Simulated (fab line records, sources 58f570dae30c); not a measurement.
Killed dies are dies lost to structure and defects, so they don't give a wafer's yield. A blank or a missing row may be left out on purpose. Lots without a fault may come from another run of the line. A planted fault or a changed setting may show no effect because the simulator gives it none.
One fault seen from 2 desks | flow berkeley_cmos170 | each desk has only its own numbers; what lay behind them comes last

THE TOOL OWNER'S DESK: implanter-03
The tool's own readings at UCB170_NLDD_IMPLANT_08: means of the sampled wafers that have a number, for each lot that ran on this tool. A lot is out of limits, marked OUT, if its mean lies more than 4 standard deviations from the usual mean; the brackets give that distance.
Columns: A = beam_on_s at UCB170_NLDD_IMPLANT_08, usual 9.99 s; B = dose_ions_cm2 at UCB170_NLDD_IMPLANT_08, usual 5.001e+13; C = faraday_current_uA at UCB170_NLDD_IMPLANT_08, usual 158.7
lot  | first seen here | A     | B                           | C
L976 | day 6 08:57     | 9.94  | 5.000e+13                   | 159.6
L983 | day 7 21:12     | 9.96  | 7.249e+13 (+99 or more) OUT | 230.8 (+24) OUT
L985 | day 8 02:39     | 10.13 | 7.251e+13 (+99 or more) OUT | 227.4 (+23) OUT
L987 | day 8 13:08     | 10.11 | 7.250e+13 (+99 or more) OUT | 227.6 (+23) OUT
This desk's finding: out of limits on L983, L985, L987; first on L983, day 7 21:12 (dose_ions_cm2 at UCB170_NLDD_IMPLANT_08). In limits: L976.

THE METROLOGY DESK
What the gauges read, lot by lot, whatever tool the lot ran on: means of the sampled wafers that have a number. A lot is out of limits, marked OUT, if its mean lies more than 4 standard deviations from the usual mean; the brackets give that distance.
Columns: A = NLDD_TW at UCB170_NLDD_TW_MEAS_11, usual 2228; B = NLDD_RS at UCB170_SDANNEAL_RS_MEAS_05, usual 616.4 ohm/sq
lot  | first seen here | A               | B
L975 | day 6 08:26     | 2243            | 617.6
L976 | day 6 09:20     | 2238            | 616.1
L977 | day 6 12:08     | 2222            | 616.9
L983 | day 7 21:36     | 2358 (+8.7) OUT | 536.3 (-57) OUT
L985 | day 8 03:03     | 2337 (+7.2) OUT | 536.2 (-57) OUT
L987 | day 8 13:29     | 2337 (+7.2) OUT | 538.4 (-56) OUT
L989 | day 9 11:43     | 2207            | 616.1
L991 | day 9 16:59     | 2199            | 618.3
L994 | day 10 10:34    | 2239            | 615.7
L996 | day 10 11:24    | 2244            | 615.7
This desk's finding: out of limits on L983, L985, L987; first on L983, day 7 21:36 (NLDD_TW at UCB170_NLDD_TW_MEAS_11). In limits: L975, L976, L977, L989, L991, L994, L996.

PUT TOGETHER
The tool owner's desk could have raised an alarm at day 7 21:12, on L983, L985, L987.
The metrology desk could have raised an alarm at day 7 21:36, on L983, L985, L987.
Of the lots named, all ran UCB170_NLDD_IMPLANT_08 on implanter-03.

WHAT THE SIMULATOR HAD PUT IN
Process parameter drift: implanter-03, from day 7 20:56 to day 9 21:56, at UCB170_NLDD_IMPLANT_08. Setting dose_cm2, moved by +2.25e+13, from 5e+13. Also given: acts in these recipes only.
Lots struck among those shown: L983, L985, L987.
Hours from the fault's start to each desk's first reading out of limits: the tool owner's desk, 0; the metrology desk, 1.
